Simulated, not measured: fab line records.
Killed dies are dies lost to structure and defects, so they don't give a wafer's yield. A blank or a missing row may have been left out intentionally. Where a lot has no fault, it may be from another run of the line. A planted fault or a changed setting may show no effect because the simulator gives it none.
Comparing a struck lot with a sound one    flow rit_cmos    22 out of 202 route steps
Sound: wafers L967.1, L967.5, L967.6. Wafers struck: L979.1, L979.5, L979.6. The cause comes at the end.
At each step with rows: each side's tool, then ch and its chambers, then its first start. Under that, the readings that differ: sound wafers    struck wafers    difference of the means    sigmas: that difference in standard deviations of wafers without a fault.
alike: readings with means less than 2 such deviations apart, plus words and numbers identical on both sides. not compared: withheld readings, readings lacking a value on some wafer, bounds such as >300 that could conceal the same value, and numbers that have no deviation in the record and whose values overlap.
A row with sigmas, a row that says differs or no value, or rows on one side alone: a step with any of these is where the two part. Numbers that don't overlap but have no deviation are shown without sigmas and don't part them. A reading that every wafer of one side lacks parts them only if that side has two wafers or more.

first, 2 steps without rows for these wafers: RIT_NSD_HARDBAKE_07 (time 60 s); RIT_NSD_IMPLANT_08.
RIT_NSD_STRIP_09: strips in O2, time 180 s.
  sound on plasma_asher-01 ch 0,1, day 3 00:05; struck on plasma_asher-02 ch 0,1, day 5 13:58
  alike: drypump_motor_current_A
  not compared: rf_hours_counter_h
RIT_NSD_TW_MEAS_10:
  struck on film_metro-01, day 5 14:08; sound on film_metro-02, day 3 00:16
  alike: NSD_TW
then, 6 steps without rows for these wafers: RIT_PSD_HMDS_00 (prime time 60 s); RIT_PSD_COAT_01 (resist thk 1000 nm); RIT_PSD_SOFTBAKE_02 (time 60 s); RIT_PSD_EXPOSE_03 (exposes mask M10, target cd 40900 nm); RIT_PSD_PEB_04; RIT_PSD_DEVELOP_05 (develop time 50 s).
RIT_PSD_OVL_MEAS_06:
  struck on overlay-01, day 5 15:10; sound on overlay-01, day 3 01:18
  alike: PSD_OVL
then, 1 step without rows for these wafers: RIT_PSD_HARDBAKE_07 (time 60 s).
RIT_PSD_IMPLANT_08:
  sound on implanter-01 ch 0, day 3 01:29; struck on implanter-03 ch 0, day 5 15:22
reading                    sound                 struck                difference  sigmas
beam_energy_keV            27.000 27.000 27.006  25.098 25.086 25.095  -1.909      -99 or more
model.implant.rp_nm (nm)   21.38 21.38 21.38     21.33 21.33 21.33     -0.05       
model.implant.drp_nm (nm)  12.05 12.05 12.05     11.45 11.45 11.45     -0.60       
RIT_PSD_STRIP_09: strips in O2, time 180 s.
  sound on plasma_asher-02 ch 0,1, day 3 01:38; struck on plasma_asher-04 ch 0,1, day 5 15:31
  alike: drypump_motor_current_A
  not compared: rf_hours_counter_h
RIT_PSD_TW_MEAS_10:
  struck on film_metro-02, day 5 15:41; sound on film_metro-04, day 3 01:49
reading  sound           struck          difference  sigmas
PSD_TW   3409 3425 3414  3361 3360 3352  -58         -4
then, 3 steps without rows for these wafers: RIT_SDANNEAL_CLEAN_00 (cleans in SC1, time 600 s); RIT_SDANNEAL_CLEAN_01 (cleans in dHF, time 30 s); RIT_SDANNEAL_CLEAN_02 (cleans in SC2, time 600 s).
RIT_SDANNEAL_RTA_03: time 5 s.
  sound on rtp_anneal-02 ch 0, day 3 02:17; struck on rtp_anneal-01 ch 0, day 5 16:08
  alike: wafer_temp_C_max
RIT_SDANNEAL_RS_MEAS_04: the measuring method here is four-point-probe.
  struck on film_metro-01, day 5 16:12; sound on film_metro-01, day 3 02:21
reading          sound                 struck                difference  sigmas
PSD_RS (ohm/sq)  115.99 115.97 116.03  120.31 119.88 119.99  +4.06       +17
RIT_SDANNEAL_RS_MEAS_05: the measuring method here is four-point-probe.
  struck on film_metro-01, day 5 16:19; sound on film_metro-01, day 3 02:28
  alike: NSD_RS
RIT_M1_PROBE_99:
  struck on prober-01, day 5 23:41; sound on prober-01, day 3 10:28
  alike: killed_at_front_end, killed_dies, killed_open, killed_short
  not compared: model.etest.contact_pplus.end_ohm_um, model.etest.vpnp.gain

## WHERE THEY PART
At RIT_PSD_IMPLANT_08 first; at RIT_SDANNEAL_RS_MEAS_04 last (within this record only). Later steps at which nothing parts them and some readings are alike: RIT_SDANNEAL_RS_MEAS_05, RIT_M1_PROBE_99.

WHY: what the simulator had put in
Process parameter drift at RIT_PSD_IMPLANT_08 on implanter-03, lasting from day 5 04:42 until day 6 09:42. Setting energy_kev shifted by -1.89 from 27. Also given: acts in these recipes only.
